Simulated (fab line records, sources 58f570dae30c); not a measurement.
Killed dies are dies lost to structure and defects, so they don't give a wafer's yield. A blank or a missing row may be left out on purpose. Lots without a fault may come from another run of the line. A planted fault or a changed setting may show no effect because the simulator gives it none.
Which tool did it? | flow berkeley_cmos170 | 12 lots, 36 wafers sampled, at 1 step of a route of 331

WHAT THE GAUGES READ, wafer by wafer
UCB170_START_THK_MEAS_03.
lot  | measured    | on            | START_OXIDE_THK (nm)
L075 | day 1 18:45 | film_metro-02 | 19.6 19.4 19.3
L077 | day 2 03:14 | film_metro-03 | 19.7 19.9 19.5
L079 | day 2 14:25 | film_metro-01 | 20.0 19.9 20.1
L081 | day 3 01:22 | film_metro-03 | 19.4 19.7 19.5
L083 | day 3 09:22 | film_metro-03 | 20.2 19.5 20.3
L085 | day 3 21:41 | film_metro-03 | 20.2 20.4 19.8
L087 | day 4 06:02 | film_metro-03 | 19.8 20.2 19.6
L089 | day 4 18:58 | film_metro-02 | 19.7 19.8 19.6
L091 | day 5 02:13 | film_metro-03 | 20.1 19.8 19.9
L093 | day 5 12:23 | film_metro-02 | 19.4 19.9 19.5
L095 | day 5 23:31 | film_metro-01 | 19.1 19.4 19.2
L097 | day 6 09:29 | film_metro-01 | 19.3 19.5 19.1

WHICH TOOL RAN EACH LOT (tool, then ch and the chambers of the sampled wafers, then the start)
The record holds no process step before these readings.

THE ANSWER, worked out from the rows above alone
Rule: what is usual is taken from the lots themselves. Put in order of their means at a reading, lots are off if they are a third of the lots or fewer, leave a main group of 4 or more, and stand apart from it by a gap of 3 or more times the standard deviation of the main group's means; of several such gaps the widest counts. A main group whose means are all the same, to the digits that the tables above print for the reading, isn't used. A lot without any number at a reading at which 4 lots or more have one is off too. The other lots that the step has rows for count as sound.
No lot is off at any reading shown: from this, nothing can be told.

WHAT THE SIMULATOR HAD PUT IN
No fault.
